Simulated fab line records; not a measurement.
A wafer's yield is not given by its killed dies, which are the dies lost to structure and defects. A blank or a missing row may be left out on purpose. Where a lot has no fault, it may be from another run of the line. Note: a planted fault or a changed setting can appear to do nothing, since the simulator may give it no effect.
A struck lot beside a sound one    flow rit_cmos    21 out of 202 route steps
Sound: wafers L677.1, L677.2, L677.3. The struck wafers were L680.1, L680.3, L680.6. At the end, the cause is stated.
Each step with rows lists, per side, the tool, then ch with its chambers, then its first start. Under that, the readings that differ: sound wafers    struck wafers    difference of the means    sigmas: that difference in standard deviations of wafers without a fault.
alike: readings with means less than 2 such deviations apart, plus words and numbers identical on both sides. not compared: withheld readings, readings lacking a value on some wafer, bounds such as >300 that could conceal the same value, and numbers that have no deviation in the record and whose values overlap.
A row with sigmas, a row that says differs or no value, or rows on one side alone: a step with any of these is where the two part. Non-overlapping numbers with no deviation appear without sigmas and do not part them. A reading missing from all wafers of one side parts the sides only when that side holds two or more wafers.

first, 1 step without rows for these wafers: RIT_SILICIDE_WET_ETCH_00 (etches SiO2 in BOE, target depth 14 nm, time 15 s).
RIT_SILICIDE_SPUTTER_01: material Ti, target thk 30 nm, time 240 s.
  sound on pvd_sputter-01 at day 5 10:04; struck on pvd_sputter-04 at day 6 04:54
  alike: throttle_valve_pct
RIT_SILICIDE_RS_MEAS_02: measures by four-point-probe.
  sound on film_metro-03 at day 5 10:13; struck on film_metro-03 at day 6 05:03
  alike: SILICIDE_TI_RS
RIT_SILICIDE_THK_MEAS_03: measures by xrf.
  sound on film_metro-03 at day 5 10:20; struck on film_metro-03 at day 6 05:10
  alike: SILICIDE_TI_THK
RIT_SILICIDE_RTA_04: time 10 s, ramp up 5 s, ramp down 5 s.
  sound on rtp_anneal-02 ch 0, day 5 10:24; struck on rtp_anneal-02 ch 0, day 6 05:14
  alike: chamber_o2_ppm, wafer_temp_C_max
then, 1 step without rows for these wafers: RIT_SILICIDE_WET_ETCH_05 (etches Ti in SPM, time 120 s).
RIT_SILICIDE_RTA_06: time 10 s, ramp up 5 s, ramp down 10 s.
  sound on rtp_anneal-02 ch 0, day 5 10:31; struck on rtp_anneal-02 ch 0, day 6 05:20
  alike: chamber_o2_ppm, wafer_temp_C_max
RIT_CONTACT_CVD_00: deposits SiO2 from TEOS, target thk 400 nm, time 61 s.
  sound on pecvd-03 ch 0,1,2, day 5 10:34; struck on pecvd-03 ch 0,1,2, day 6 05:25
  alike: heater_power_w
RIT_CONTACT_THK_MEAS_01:
  sound on film_metro-01 at day 5 10:37; struck on film_metro-04 at day 6 05:28
  alike: CONTACT_TEOS_THK
then, 3 steps without rows for these wafers: RIT_CONTACT_HMDS_02 (prime time 60 s); RIT_CONTACT_COAT_03 (resist thk 1000 nm); RIT_CONTACT_SOFTBAKE_04 (time 60 s).
RIT_CONTACT_EXPOSE_05: exposes mask M11, target cd 1000 nm.
  sound on iline_stepper-02 ch 0, day 5 11:16; struck on iline_stepper-01 ch 0, day 6 05:58
reading               sound                 struck                difference  sigmas
exposure_dose_mJ_cm2  249.70 249.66 249.67  259.33 259.41 259.55  +9.75       +36
  alike: mask
then, 2 steps without rows for these wafers: RIT_CONTACT_PEB_06; RIT_CONTACT_DEVELOP_07 (develop time 120 s).
RIT_CONTACT_CD_MEAS_08: target cd 1000 nm.
  sound on cd_sem-02 at day 5 11:47; struck on cd_sem-02 at day 6 06:29
reading     sound                 struck                difference  sigmas
cd_nm (nm)  1002.7 1000.9 1002.9  1007.9 1009.0 1007.8  +6.1        +3
RIT_CONTACT_OVL_MEAS_09:
  sound on overlay-01 at day 5 11:54; struck on overlay-02 at day 6 06:37
  alike: CONTACT_OVL
then, 1 step without rows for these wafers: RIT_CONTACT_HARDBAKE_10 (time 60 s).
RIT_CONTACT_ETCH_11: etches SiO2 in CHF3/CF4/Ar, stops on TiSi2, target depth 480 nm, time 320 s.
  sound on rie_diel-01 ch 0,2,3, day 5 12:05; struck on rie_diel-04 ch 1,2,3, day 6 06:47
reading                   sound           struck          difference  sigmas
model.CONTACT.cd_nm (nm)  1002 1001 1003  1008 1009 1007  +6          
  alike: drypump_motor_current_A, oes_product_au, throttle_valve_pct
  not compared: rf_hours_counter_h
RIT_CONTACT_STRIP_12: strips in O2, time 180 s.
  sound on plasma_asher-02 ch 0,1, day 5 12:17; struck on plasma_asher-03 ch 0,1, day 6 06:59
  alike: drypump_motor_current_A
  not compared: rf_hours_counter_h
RIT_M1_PROBE_99:
  sound on prober-02 at day 5 17:34; struck on prober-01 at day 6 11:41
reading                                     sound              struck             difference  sigmas
model.etest.contact_to_gate.bv_right_v (V)  90.65 91.08 90.59  86.23 86.14 89.87  -3.36       
  alike: killed_at_contacts, killed_at_front_end, killed_dies, killed_open, killed_short
  not compared: model.etest.contact_to_gate.bv_left_v

## WHERE THEY PART
Last at RIT_CONTACT_CD_MEAS_08 as far as this record goes, first at RIT_CONTACT_EXPOSE_05. Later steps at which nothing parts them and some readings are alike: RIT_CONTACT_OVL_MEAS_09, RIT_CONTACT_ETCH_11, RIT_CONTACT_STRIP_12, RIT_M1_PROBE_99.

WHY: what the simulator had put in
Drift in process parameters on iline_stepper-01 at RIT_CONTACT_EXPOSE_05, starting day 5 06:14. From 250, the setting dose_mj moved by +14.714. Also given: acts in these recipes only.
